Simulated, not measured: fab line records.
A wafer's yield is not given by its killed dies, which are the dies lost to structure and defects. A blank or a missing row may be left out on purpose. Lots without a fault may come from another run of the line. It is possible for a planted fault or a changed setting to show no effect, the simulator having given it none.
Which tool was responsible? || flow rit-cmos || 15 lots, 45 wafers sampled, at 4 steps of a route of 202

## WHAT THE GAUGES READ, wafer by wafer
RIT_REOX_THK_MEAS_04. Usual: REOX_OXIDE_THK typically reads 25.2 nm, with standard deviation 0.57.
{"lot": "L249", "measured": "day 2 20:37", "on": "film-metro-03", "REOX_OXIDE_THK (nm)": "25.7 25.7 25.8", "flag": ""}
{"lot": "L250", "measured": "day 3 03:38", "on": "film-metro-02", "REOX_OXIDE_THK (nm)": "25.5 25.7 25.4", "flag": ""}
{"lot": "L251", "measured": "day 3 08:54", "on": "film-metro-04", "REOX_OXIDE_THK (nm)": "26.5 26.2 26.6", "flag": ""}
{"lot": "L252", "measured": "day 3 14:05", "on": "film-metro-04", "REOX_OXIDE_THK (nm)": "25.3 24.8 24.9", "flag": ""}
{"lot": "L253", "measured": "day 3 17:53", "on": "film-metro-03", "REOX_OXIDE_THK (nm)": "24.9 24.9 25.2", "flag": ""}
{"lot": "L256", "measured": "day 4 08:56", "on": "film-metro-03", "REOX_OXIDE_THK (nm)": "24.9 25.6 25.3", "flag": ""}
{"lot": "L258", "measured": "day 4 19:01", "on": "film-metro-03", "REOX_OXIDE_THK (nm)": "25.0 25.0 24.7", "flag": ""}
{"lot": "L260", "measured": "day 5 04:30", "on": "film-metro-04", "REOX_OXIDE_THK (nm)": "25.6 25.6 25.6", "flag": ""}
{"lot": "L262", "measured": "day 5 16:03", "on": "film-metro-02", "REOX_OXIDE_THK (nm)": "24.8 24.7 24.9", "flag": ""}
{"lot": "L263", "measured": "day 5 21:25", "on": "film-metro-04", "REOX_OXIDE_THK (nm)": "25.0 25.2 24.9", "flag": ""}
{"lot": "L264", "measured": "day 6 02:29", "on": "film-metro-02", "REOX_OXIDE_THK (nm)": "25.5 25.3 25.4", "flag": ""}
{"lot": "L267", "measured": "day 6 17:14", "on": "film-metro-03", "REOX_OXIDE_THK (nm)": "25.3 25.1 25.5", "flag": ""}
{"lot": "L269", "measured": "day 7 05:10", "on": "film-metro-03", "REOX_OXIDE_THK (nm)": "25.0 25.1 25.4", "flag": ""}
{"lot": "L270", "measured": "day 7 12:04", "on": "film-metro-03", "REOX_OXIDE_THK (nm)": "24.7 24.6 24.1", "flag": ""}
{"lot": "L268", "measured": "day 7 13:44", "on": "film-metro-02", "REOX_OXIDE_THK (nm)": "24.6 25.0 25.0", "flag": ""}

RIT_PSD_OVL_MEAS_06. Usual: PSD_OVL typically reads 1.1 nm, with standard deviation 1.7.
{"lot": "L249", "measured": "day 3 05:36", "on": "overlay-02", "PSD_OVL (nm)": "1.8 1.9 1.2", "flag": ""}
{"lot": "L250", "measured": "day 3 11:43", "on": "overlay-01", "PSD_OVL (nm)": "1.0 2.0 2.8", "flag": ""}
{"lot": "L251", "measured": "day 3 16:50", "on": "overlay-01", "PSD_OVL (nm)": "3.5 1.4 1.9", "flag": ""}
{"lot": "L252", "measured": "day 3 23:12", "on": "overlay-02", "PSD_OVL (nm)": "-1.0 1.3 0.5", "flag": ""}
{"lot": "L253", "measured": "day 4 02:02", "on": "overlay-01", "PSD_OVL (nm)": "2.1 5.1 1.4", "flag": ""}
{"lot": "L256", "measured": "day 4 16:53", "on": "overlay-02", "PSD_OVL (nm)": "1.7 1.2 -0.9", "flag": ""}
{"lot": "L258", "measured": "day 5 03:14", "on": "overlay-02", "PSD_OVL (nm)": "1.8 1.3 1.6", "flag": ""}
{"lot": "L260", "measured": "day 5 12:37", "on": "overlay-01", "PSD_OVL (nm)": "0.4 0.3 -1.5", "flag": ""}
{"lot": "L262", "measured": "day 6 00:24", "on": "overlay-02", "PSD_OVL (nm)": "-1.6 0.2 1.6", "flag": ""}
{"lot": "L263", "measured": "day 6 06:37", "on": "overlay-02", "PSD_OVL (nm)": "-2.7 -2.3 -2.1", "flag": ""}
{"lot": "L264", "measured": "day 6 10:35", "on": "overlay-02", "PSD_OVL (nm)": "1.5 0.8 1.8", "flag": ""}
{"lot": "L267", "measured": "day 7 01:01", "on": "overlay-01", "PSD_OVL (nm)": "-0.3 0.9 -0.6", "flag": ""}
{"lot": "L269", "measured": "day 7 13:23", "on": "overlay-02", "PSD_OVL (nm)": "1.7 1.8 -1.3", "flag": ""}
{"lot": "L270", "measured": "day 7 20:41", "on": "overlay-01", "PSD_OVL (nm)": "2.3 3.0 1.5", "flag": ""}
{"lot": "L268", "measured": "day 7 23:49", "on": "overlay-02", "PSD_OVL (nm)": "1.6 4.8 2.6", "flag": ""}

RIT_M1_OVL_MEAS_10. Usual: M1_OVL typically reads -0.1 nm, with standard deviation 1.5.
{"lot": "L249", "measured": "day 3 12:06", "on": "overlay-02", "M1_OVL (nm)": "0.3 -0.8 -1.3", "flag": ""}
{"lot": "L250", "measured": "day 3 18:02", "on": "overlay-02", "M1_OVL (nm)": "-3.4 -2.6 -0.6", "flag": ""}
{"lot": "L251", "measured": "day 3 22:45", "on": "overlay-01", "M1_OVL (nm)": "-0.3 0.7 -0.4", "flag": ""}
{"lot": "L252", "measured": "day 4 05:22", "on": "overlay-01", "M1_OVL (nm)": "-1.5 0.8 -3.3", "flag": ""}
{"lot": "L253", "measured": "day 4 08:13", "on": "overlay-01", "M1_OVL (nm)": "1.3 2.7 0.5", "flag": ""}
{"lot": "L256", "measured": "day 4 22:52", "on": "overlay-01", "M1_OVL (nm)": "0.8 0.0 2.1", "flag": ""}
{"lot": "L258", "measured": "day 5 09:00", "on": "overlay-01", "M1_OVL (nm)": "-1.7 -0.7 -0.8", "flag": ""}
{"lot": "L260", "measured": "day 5 18:29", "on": "overlay-01", "M1_OVL (nm)": "-2.5 -1.4 -2.9", "flag": ""}
{"lot": "L262", "measured": "day 6 06:06", "on": "overlay-01", "M1_OVL (nm)": "1.6 1.1 0.3", "flag": ""}
{"lot": "L263", "measured": "day 6 12:26", "on": "overlay-02", "M1_OVL (nm)": "2.2 -0.6 0.1", "flag": ""}
{"lot": "L264", "measured": "day 6 16:21", "on": "overlay-02", "M1_OVL (nm)": "0.1 0.0 0.8", "flag": ""}
{"lot": "L267", "measured": "day 7 06:43", "on": "overlay-01", "M1_OVL (nm)": "0.9 1.8 0.5", "flag": ""}
{"lot": "L269", "measured": "day 7 19:31", "on": "overlay-02", "M1_OVL (nm)": "-0.3 -0.8 1.5", "flag": ""}
{"lot": "L270", "measured": "day 8 02:58", "on": "overlay-01", "M1_OVL (nm)": "2.5 -0.1 1.8", "flag": ""}
{"lot": "L268", "measured": "day 8 05:34", "on": "overlay-02", "M1_OVL (nm)": "0.8 1.2 -2.5", "flag": ""}

## EACH LOT AND THE TOOL THAT RAN IT (in order: tool; ch and the chambers of the sampled wafers; start)
{"lot": "L249", "RIT_CONTACT_STRIP_12": "plasma-asher-02 ch 0,1, day 3 09:49"}
{"lot": "L250", "RIT_CONTACT_STRIP_12": "plasma-asher-02 ch 0,1, day 3 15:43"}
{"lot": "L251", "RIT_CONTACT_STRIP_12": "plasma-asher-02 ch 0,1, day 3 20:38"}
{"lot": "L252", "RIT_CONTACT_STRIP_12": "plasma-asher-03 ch 0,1, day 4 03:08"}
{"lot": "L253", "RIT_CONTACT_STRIP_12": "plasma-asher-02 ch 0,1, day 4 06:08"}
{"lot": "L256", "RIT_CONTACT_STRIP_12": "plasma-asher-02 ch 0,1, day 4 20:37"}
{"lot": "L258", "RIT_CONTACT_STRIP_12": "plasma-asher-03 ch 0,1, day 5 06:48"}
{"lot": "L260", "RIT_CONTACT_STRIP_12": "plasma-asher-03 ch 0,1, day 5 16:14"}
{"lot": "L262", "RIT_CONTACT_STRIP_12": "plasma-asher-03 ch 0,1, day 6 04:02"}
{"lot": "L263", "RIT_CONTACT_STRIP_12": "plasma-asher-03 ch 0,1, day 6 10:14"}
{"lot": "L264", "RIT_CONTACT_STRIP_12": "plasma-asher-03 ch 0,1, day 6 14:11"}
{"lot": "L267", "RIT_CONTACT_STRIP_12": "plasma-asher-03 ch 0, day 7 04:35"}
{"lot": "L269", "RIT_CONTACT_STRIP_12": "plasma-asher-01 ch 0,1, day 7 17:06"}
{"lot": "L270", "RIT_CONTACT_STRIP_12": "plasma-asher-02 ch 0,1, day 8 00:23"}
{"lot": "L268", "RIT_CONTACT_STRIP_12": "plasma-asher-03 ch 1, day 8 03:25"}
- RIT_CONTACT_STRIP_12: strips in O2, time 180 s.

## AS READ BY THE TOOLS THEMSELVES (means over the sampled wafers that have a number; for cases with no such wafer, the mark the record gives instead)
RIT_CONTACT_STRIP_12. Usual: drypump-motor-current-A 5.93 A, standard deviation 0.27; rf-refl-power-W 6.3 W, standard deviation 1.2; run-length-s 208.25 s, standard deviation 0.28.
{"lot": "L249", "tool": "plasma-asher-02", "drypump-motor-current-A (A)": 5.88, "rf-refl-power-W (W)": 6.6, "run-length-s (s)": 208.18, "flag": ""}
{"lot": "L250", "tool": "plasma-asher-02", "drypump-motor-current-A (A)": 5.67, "rf-refl-power-W (W)": 6.7, "run-length-s (s)": 208.09, "flag": ""}
{"lot": "L251", "tool": "plasma-asher-02", "drypump-motor-current-A (A)": 5.92, "rf-refl-power-W (W)": 6.6, "run-length-s (s)": 208.20, "flag": ""}
{"lot": "L252", "tool": "plasma-asher-03", "drypump-motor-current-A (A)": 6.10, "rf-refl-power-W (W)": 5.5, "run-length-s (s)": 208.07, "flag": ""}
{"lot": "L253", "tool": "plasma-asher-02", "drypump-motor-current-A (A)": 5.90, "rf-refl-power-W (W)": 6.7, "run-length-s (s)": 208.31, "flag": ""}
{"lot": "L256", "tool": "plasma-asher-02", "drypump-motor-current-A (A)": 5.67, "rf-refl-power-W (W)": 6.8, "run-length-s (s)": 208.05, "flag": ""}
{"lot": "L258", "tool": "plasma-asher-03", "drypump-motor-current-A (A)": 6.09, "rf-refl-power-W (W)": 5.5, "run-length-s (s)": 208.25, "flag": ""}
{"lot": "L260", "tool": "plasma-asher-03", "drypump-motor-current-A (A)": 6.09, "rf-refl-power-W (W)": 5.5, "run-length-s (s)": 208.25, "flag": ""}
{"lot": "L262", "tool": "plasma-asher-03", "drypump-motor-current-A (A)": 6.05, "rf-refl-power-W (W)": 5.2, "run-length-s (s)": 208.41, "flag": ""}
{"lot": "L263", "tool": "plasma-asher-03", "drypump-motor-current-A (A)": 6.05, "rf-refl-power-W (W)": 5.0, "run-length-s (s)": 208.11, "flag": ""}
{"lot": "L264", "tool": "plasma-asher-03", "drypump-motor-current-A (A)": 6.03, "rf-refl-power-W (W)": 5.0, "run-length-s (s)": 291.58, "flag": "OFF"}
{"lot": "L267", "tool": "plasma-asher-03", "drypump-motor-current-A (A)": 6.15, "rf-refl-power-W (W)": 6.0, "run-length-s (s)": 291.87, "flag": "OFF"}
{"lot": "L269", "tool": "plasma-asher-01", "drypump-motor-current-A (A)": 5.88, "rf-refl-power-W (W)": 8.8, "run-length-s (s)": 208.45, "flag": ""}
{"lot": "L270", "tool": "plasma-asher-02", "drypump-motor-current-A (A)": 5.66, "rf-refl-power-W (W)": 6.9, "run-length-s (s)": 208.29, "flag": ""}
{"lot": "L268", "tool": "plasma-asher-03", "drypump-motor-current-A (A)": 5.99, "rf-refl-power-W (W)": 4.7, "run-length-s (s)": 291.66, "flag": "OFF"}

## THE ANSWER, worked out from the rows above alone
Rule: a lot counts as off when the mean over its wafers that have a number is more than 3 standard deviations away from the usual mean. Also off: a lot with no number at a reading for which 4 or more lots have one. All remaining lots with rows at the step are treated as sound. The gauges are gone through in route order, then the tools' own readings, and for those a lot's mean is taken as printed above. At the first step where some lot is off, the reading lying furthest off is the one used; lots without a number count as furthest.
Off, at RIT_CONTACT_STRIP_12 on run-length-s: L264, L267, L268.
If a tool, at that step or one of the process steps before it, ran each lot that is off and ran no sound lot following the first of them, it fits. One fits: RIT_CONTACT_STRIP_12 on plasma-asher-03. A fault onset in the window from L263 (day 6 10:14, its last sound lot) to L264 (day 6 14:11, its first lot off) fits.
The tool's own readings at RIT_CONTACT_STRIP_12 bear it out: on the lots that are off they differ by more than 5 times the standard deviation of the sound lots' means. run-length-s reads 291.70 s there against 208.22 s on the sound lots.

## WHAT THE SIMULATOR PUT IN
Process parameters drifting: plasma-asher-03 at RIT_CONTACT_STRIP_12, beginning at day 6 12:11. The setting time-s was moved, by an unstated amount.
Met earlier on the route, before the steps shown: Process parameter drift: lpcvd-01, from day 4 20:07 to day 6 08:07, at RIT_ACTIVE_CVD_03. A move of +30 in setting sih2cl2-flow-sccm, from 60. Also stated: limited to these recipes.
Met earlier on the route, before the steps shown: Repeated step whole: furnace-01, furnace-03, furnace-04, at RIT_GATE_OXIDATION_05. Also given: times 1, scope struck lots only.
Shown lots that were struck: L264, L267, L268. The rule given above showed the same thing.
